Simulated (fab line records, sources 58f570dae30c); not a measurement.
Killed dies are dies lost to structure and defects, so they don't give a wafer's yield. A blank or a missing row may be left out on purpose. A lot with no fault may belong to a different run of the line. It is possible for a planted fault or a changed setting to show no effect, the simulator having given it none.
fab line records + flow berkeley_cmos170 + part 2 of 2: steps 29 to 37 of 37
record:
- lots: 5
- wafers: 15
- last_day: 13
route steps=331 shown GATE@138 PLDD@145 NLDD@158 SPACER@171
lots that met no fault: from a run of the same line without faults
start_h: hours from the record's first day to the start of the lot's first wafer shown + wait_h: hours since the lot's step before + " repeats the value in the row above + L1.1+2: one row covering several wafers at once + - value missing, or start not given + * or withheld: withheld + < > ~ a bound
route shown NAME@n: NAME is a module with steps in the file, n the number in the route of the first one + usual: mean/standard deviation of fault-free wafers + same: alike in all rows + chamber/n: place in a boat + sites: per-site readings + _std_site: standard deviation across them + _edge_site: the outer-site mean with the inner-site mean subtracted + radius_mm: for every site, how far away it sits from the centre of the wafer + mask NAME#n: copy n + behind: tool/chamber where the wafer was last shaped + hold: why the lot went on hold/how many hours it stayed there/how the hold came to an end + device: names the non-switching transistor (n, p or np) + end of line: tests run on the same wafers once the route is complete + for a step that has no rows: nothing shown but its recipe + killed: dies lost to structure and defects at the first sort, not the wafer's yield + map: per-die view of a wafer (x killed, . not killed, _ where there is no die)
set.NAME: the setting as run; set.NAME@STEP: as run at that earlier step + model.NAME: the simulator's own value behind a step, which no gauge read
certain route steps with their lots: each step a table, each wafer a row
services: from which hour (start_h, from the record's first day; less than 0 if before it) a tool's chamber was out of use, for how many hours, and why
== steps ==
step: UCB170_NLDD_IMPLANT_08
recipe:
- species: As
- dose_cm2: 5e+13
- energy_kev: 30
- tilt_deg: 7
- rotation_deg: 0
| lot.wafer  | tool         | chamber | start_h | wait_h |
|------------|--------------|---------|---------|--------|
| L078.3+4+5 | implanter-01 | 0       | 188.20  | 0.1    |
| L088.1+5+6 | implanter-03 | 0       | 239.22  | 0.0    |
| L092.2+3+6 | implanter-04 | 0       | 257.60  | 0.0    |
| L094.1+3+4 | implanter-04 | 0       | 264.50  | 0.0    |
| L095.2+4+6 | implanter-01 | 0       | 280.84  | 0.0    |
step: UCB170_NLDD_IMPLANT_09
recipe:
- species: As
- dose_cm2: 5e+13
- energy_kev: 30
- tilt_deg: 7
- rotation_deg: 180
| lot.wafer  | tool         | chamber | start_h | wait_h |
|------------|--------------|---------|---------|--------|
| L078.3+4+5 | implanter-01 | 0       | 188.35  | 0.1    |
| L088.1+5+6 | implanter-03 | 0       | 239.37  | 0.1    |
| L092.2+3+6 | implanter-04 | 0       | 257.75  | 0.1    |
| L094.1+3+4 | implanter-04 | 0       | 264.65  | 0.1    |
| L095.2+4+6 | implanter-01 | 0       | 280.99  | 0.1    |
step: UCB170_NLDD_STRIP_10
recipe:
- chemistry: O2
- power_w: 400
- pressure_mtorr: 3500
- platen_temp_c: withheld
- o2_flow_sccm: 400
- overash_fraction: 0.5
usual:
- drypump_motor_current_A: 5.5/0.35
- oes_product_au: 0.734/0.0047
- strip_time_to_endpoint_s: 21.64/0.057
| lot.wafer | tool            | chamber | start_h | wait_h | drypump_motor_current_A | oes_product_au | rf_hours_counter_h | strip_time_to_endpoint_s |
|-----------|-----------------|---------|---------|--------|-------------------------|----------------|--------------------|--------------------------|
| L078.3    | plasma_asher-02 | 0       | 188.49  | 0.1    | 5.9                     | 0.730          | -                  | 21.66                    |
| L078.4    | "               | 1       | "       | "      | 5.3                     | 0.741          | -                  | 21.64                    |
| L078.5    | "               | 1       | "       | "      | 5.3                     | 0.732          | -                  | 21.64                    |
| L088.1    | plasma_asher-01 | 0       | 239.52  | 0.1    | 5.0                     | 0.728          | 12                 | 21.69                    |
| L088.5    | "               | 1       | "       | "      | 5.8                     | 0.745          | -                  | 21.67                    |
| L088.6    | "               | 0       | "       | "      | 5.0                     | 0.730          | -                  | 21.56                    |
| L092.2    | plasma_asher-01 | 1       | 257.88  | 0.1    | 5.8                     | 0.737          | 14                 | 21.73                    |
| L092.3    | "               | 0       | "       | "      | 5.0                     | 0.733          | -                  | 21.65                    |
| L092.6    | "               | 0       | "       | "      | 5.0                     | 0.739          | -                  | 21.69                    |
| L094.1    | plasma_asher-01 | 1       | 264.80  | 0.1    | 5.8                     | 0.739          | 14                 | 21.56                    |
| L094.3    | "               | 1       | "       | "      | 5.8                     | 0.734          | -                  | 21.53                    |
| L094.4    | "               | 0       | "       | "      | 5.0                     | 0.739          | -                  | 21.55                    |
| L095.2    | plasma_asher-02 | 1       | 281.11  | 0.1    | 5.3                     | 0.728          | 58                 | 21.67                    |
| L095.4    | "               | 0       | "       | "      | 5.9                     | 0.741          | -                  | 21.60                    |
| L095.6    | "               | 0       | "       | "      | 5.9                     | 0.737          | -                  | 21.62                    |
step: UCB170_NLDD_TW_MEAS_11
usual:
- NLDD_TW: 2218/20
| lot.wafer | tool          | chamber | start_h | wait_h | NLDD_TW |
|-----------|---------------|---------|---------|--------|---------|
| L078.3    | film_metro-03 | -       | 188.57  | 0.1    | 2189    |
| L078.4    | "             | -       | "       | "      | 2205    |
| L078.5    | "             | -       | "       | "      | 2201    |
| L088.1    | film_metro-03 | -       | 239.62  | 0.1    | 2211    |
| L088.5    | "             | -       | "       | "      | 2205    |
| L088.6    | "             | -       | "       | "      | 2212    |
| L092.2    | film_metro-02 | -       | 257.99  | 0.1    | 2245    |
| L092.3    | "             | -       | "       | "      | 2239    |
| L092.6    | "             | -       | "       | "      | 2260    |
| L094.1    | film_metro-04 | -       | 264.90  | 0.1    | 2213    |
| L094.3    | "             | -       | "       | "      | 2208    |
| L094.4    | "             | -       | "       | "      | 2213    |
| L095.2    | film_metro-03 | -       | 281.22  | 0.1    | 2193    |
| L095.4    | "             | -       | "       | "      | 2210    |
| L095.6    | "             | -       | "       | "      | 2204    |
step: UCB170_NLDD_CLEAN_12
recipe:
- chemistry: SPM
- temp_c: 120
- time_s: 600
| lot.wafer  | tool         | chamber | start_h | wait_h |
|------------|--------------|---------|---------|--------|
| L078.3+4+5 | wet_bench-03 | 1       | 190.08  | 1.5    |
| L088.1+5+6 | wet_bench-03 | 0       | 239.68  | 0.1    |
| L092.2+3+6 | wet_bench-01 | 3       | 258.04  | 0.0    |
| L094.1+3+4 | wet_bench-01 | 1       | 264.96  | 0.1    |
| L095.2+4+6 | wet_bench-03 | 2       | 281.27  | 0.0    |
step: UCB170_SPACER_CVD_00
recipe:
- material: SiO2
- target_thk_nm: 376
- temp_c: 390
- precursor: TEOS/O2
- time_s: 47
- rf_w: 550
- pressure_mtorr: 9000
usual:
- heater_power_w: 275/54
- pressure_mtorr: 8999/17
| lot.wafer | tool     | chamber | start_h | wait_h | heater_power_w | pressure_mtorr |
|-----------|----------|---------|---------|--------|----------------|----------------|
| L078.3    | pecvd-04 | 1       | 190.26  | 0.0    | 246            | 8986           |
| L078.4    | "        | 0       | "       | "      | 261            | 8975           |
| L078.5    | "        | 1       | "       | "      | 250            | 8994           |
| L088.1    | pecvd-04 | 1       | 239.87  | 0.0    | 204            | 8998           |
| L088.5    | "        | 0       | "       | "      | 219            | 9003           |
| L088.6    | "        | 2       | "       | "      | 375            | 9011           |
| L092.2    | pecvd-01 | 1       | 258.21  | 0.0    | 362            | 9033           |
| L092.3    | "        | 2       | "       | "      | 294            | 8994           |
| L092.6    | "        | 0       | "       | "      | 273            | 9009           |
| L094.1    | pecvd-04 | 2       | 265.14  | 0.0    | 366            | 9000           |
| L094.3    | "        | 0       | "       | "      | 271            | 8976           |
| L094.4    | "        | 1       | "       | "      | 219            | 9012           |
| L095.2    | pecvd-03 | 1       | 281.45  | 0.0    | 290            | 9020           |
| L095.4    | "        | 2       | "       | "      | 303            | 9000           |
| L095.6    | "        | 0       | "       | "      | 209            | 8978           |
step: UCB170_SPACER_THK_MEAS_01
recipe:
- reads: SiO2_of_SPACER_CVD_00
usual:
- SPACER_TEOS_THK: 376/4.4
| lot.wafer | tool          | chamber | start_h | wait_h | SPACER_TEOS_THK[nm] |
|-----------|---------------|---------|---------|--------|---------------------|
| L078.3    | film_metro-04 | -       | 190.32  | 0.0    | 377                 |
| L078.4    | "             | -       | "       | "      | 377                 |
| L078.5    | "             | -       | "       | "      | 384                 |
| L088.1    | film_metro-03 | -       | 239.91  | 0.0    | 378                 |
| L088.5    | "             | -       | "       | "      | 377                 |
| L088.6    | "             | -       | "       | "      | 381                 |
| L092.2    | film_metro-01 | -       | 258.26  | 0.0    | 373                 |
| L092.3    | "             | -       | "       | "      | 375                 |
| L092.6    | "             | -       | "       | "      | 379                 |
| L094.1    | film_metro-04 | -       | 265.18  | 0.0    | 374                 |
| L094.3    | "             | -       | "       | "      | 370                 |
| L094.4    | "             | -       | "       | "      | 378                 |
| L095.2    | film_metro-03 | -       | 281.50  | 0.0    | 375                 |
| L095.4    | "             | -       | "       | "      | 374                 |
| L095.6    | "             | -       | "       | "      | 379                 |
step: UCB170_SPACER_ANNEAL_02
recipe:
- temp_c: 900
- time_s: 1800
- ambient: N2
usual:
- spike_tc_load_C: 922.8/1.8
- tube_center_temp_C_max: 902.4/0.39
| lot.wafer | tool       | chamber | start_h | wait_h | spike_tc_load_C | tube_center_temp_C_max |
|-----------|------------|---------|---------|--------|-----------------|------------------------|
| L078.3    | furnace-04 | 0       | 195.65  | 5.3    | 922.2           | 903.1                  |
| L078.4    | "          | 0       | "       | "      | 922.7           | 902.9                  |
| L078.5    | "          | 0       | "       | "      | 922.6           | 902.6                  |
| L088.1    | furnace-04 | 0       | 245.11  | 5.2    | 921.0           | 901.9                  |
| L088.5    | "          | 0       | "       | "      | 921.2           | 902.2                  |
| L088.6    | "          | 0       | "       | "      | 922.7           | 902.0                  |
| L092.2    | furnace-02 | 0       | 260.28  | 2.0    | 925.4           | 902.1                  |
| L092.3    | "          | 0       | "       | "      | 926.2           | 902.4                  |
| L092.6    | "          | 0       | "       | "      | 925.9           | 902.5                  |
| L094.1    | furnace-01 | 0       | 269.51  | 4.3    | 923.4           | 902.5                  |
| L094.3    | "          | 0       | "       | "      | 924.9           | 902.9                  |
| L094.4    | "          | 0       | "       | "      | 924.6           | 901.9                  |
| L095.2    | furnace-04 | 0       | 285.86  | 4.4    | 922.9           | 902.5                  |
| L095.4    | "          | 0       | "       | "      | 921.6           | 902.4                  |
| L095.6    | "          | 0       | "       | "      | 923.0           | 902.3                  |
step: UCB170_SPACER_ETCHBACK_03
recipe:
- stop_on: Si
- target: SiO2
- chemistry: CHF3/CF4/Ar
- CHF3_flow_sccm: 50
- cf4_flow_sccm: 10
- Ar_flow_sccm: 120
- pressure_mtorr: 200
- rf_w: 500
- target_depth_a: 3760
- time_s: 100
usual:
- drypump_motor_current_A: 5.7/0.44
- mfc_ar_sccm: 120.1/0.37
- oes_product_au: 0.900/0.015
- throttle_valve_pct: 6.44/0.1
| lot.wafer | tool        | chamber | start_h | wait_h | drypump_motor_current_A | mfc_ar_sccm | oes_product_au | rf_hours_counter_h | throttle_valve_pct |
|-----------|-------------|---------|---------|--------|-------------------------|-------------|----------------|--------------------|--------------------|
| L078.3    | rie_diel-01 | 3       | 197.15  | 0.0    | 6.1                     | 120.3       | 0.890          | 144                | 6.39               |
| L078.4    | "           | 1       | "       | "      | 4.8                     | 120.4       | 0.903          | 13                 | 6.44               |
| L078.5    | "           | 1       | "       | "      | 4.8                     | 119.5       | 0.920          | -                  | 6.43               |
| L088.1    | rie_diel-01 | 1       | 246.61  | 0.0    | 4.8                     | 119.2       | 0.909          | 15                 | 6.45               |
| L088.5    | "           | 3       | "       | "      | 6.1                     | 120.0       | 0.918          | -                  | 6.38               |
| L088.6    | "           | 2       | "       | "      | 6.2                     | 120.6       | 0.894          | -                  | 6.44               |
| L092.2    | rie_diel-02 | 0       | 261.78  | 0.0    | 5.3                     | 120.6       | 0.878          | 66                 | 6.28               |
| L092.3    | "           | 3       | "       | "      | 6.3                     | 120.3       | 0.903          | 63                 | 6.40               |
| L092.6    | "           | 3       | "       | "      | 6.3                     | 120.6       | 0.919          | -                  | 6.39               |
| L094.1    | rie_diel-02 | 1       | 271.01  | 0.0    | 5.6                     | 119.5       | 0.913          | 5                  | 6.38               |
| L094.3    | "           | 3       | "       | "      | 6.3                     | 119.6       | 0.894          | 63                 | 6.38               |
| L094.4    | "           | 0       | "       | "      | 5.2                     | 119.9       | 0.894          | 66                 | 6.29               |
| L095.2    | rie_diel-02 | 3       | 287.36  | 0.0    | 6.3                     | 120.5       | 0.904          | 64                 | 6.38               |
| L095.4    | "           | 2       | "       | "      | 5.8                     | 119.5       | 0.901          | 70                 | 6.64               |
| L095.6    | "           | 2       | "       | "      | 5.8                     | 120.1       | 0.911          | -                  | 6.65               |
== services ==
| tool           | chamber | start_h | hours | kind   |
|----------------|---------|---------|-------|--------|
| pecvd-03       | -       | 167.18  | 2.6   | repair |
| krf_scanner-02 | -       | 175.49  | 1.0   | pm     |
| implanter-02   | -       | 176.67  | 2.3   | repair |
| krf_scanner-01 | -       | 182.83  | 1.3   | pm     |
| furnace-01     | -       | 200.41  | 3.5   | pm     |
| implanter-02   | -       | 201.31  | 1.2   | repair |
| furnace-02     | -       | 201.39  | 3.2   | pm     |
| krf_scanner-01 | -       | 202.54  | 0.8   | pm     |
| rie_diel-04    | 1       | 203.94  | 16.2  | repair |
| krf_scanner-02 | -       | 206.17  | 0.4   | repair |
| krf_scanner-02 | -       | 211.51  | 1.3   | pm     |
| krf_scanner-02 | -       | 212.81  | 7.2   | pm     |
| implanter-04   | -       | 216.32  | 2.1   | repair |
| rie_diel-04    | -       | 216.73  | 1.0   | repair |
| rie_diel-01    | -       | 218.41  | 0.4   | repair |
| pecvd-03       | -       | 228.62  | 2.8   | pm     |
| rie_diel-04    | 0       | 229.30  | 4.0   | repair |
| implanter-04   | -       | 232.36  | 2.7   | repair |
| implanter-02   | -       | 238.77  | 3.5   | pm     |
| rie_diel-02    | 0       | 241.19  | 1.7   | repair |
| pecvd-04       | 2       | 241.82  | 6.6   | repair |
| wet_bench-03   | -       | 249.58  | 4.4   | pm     |
| rie_si-02      | 1       | 261.41  | 3.9   | repair |
| krf_scanner-01 | -       | 265.98  | 1.0   | pm     |
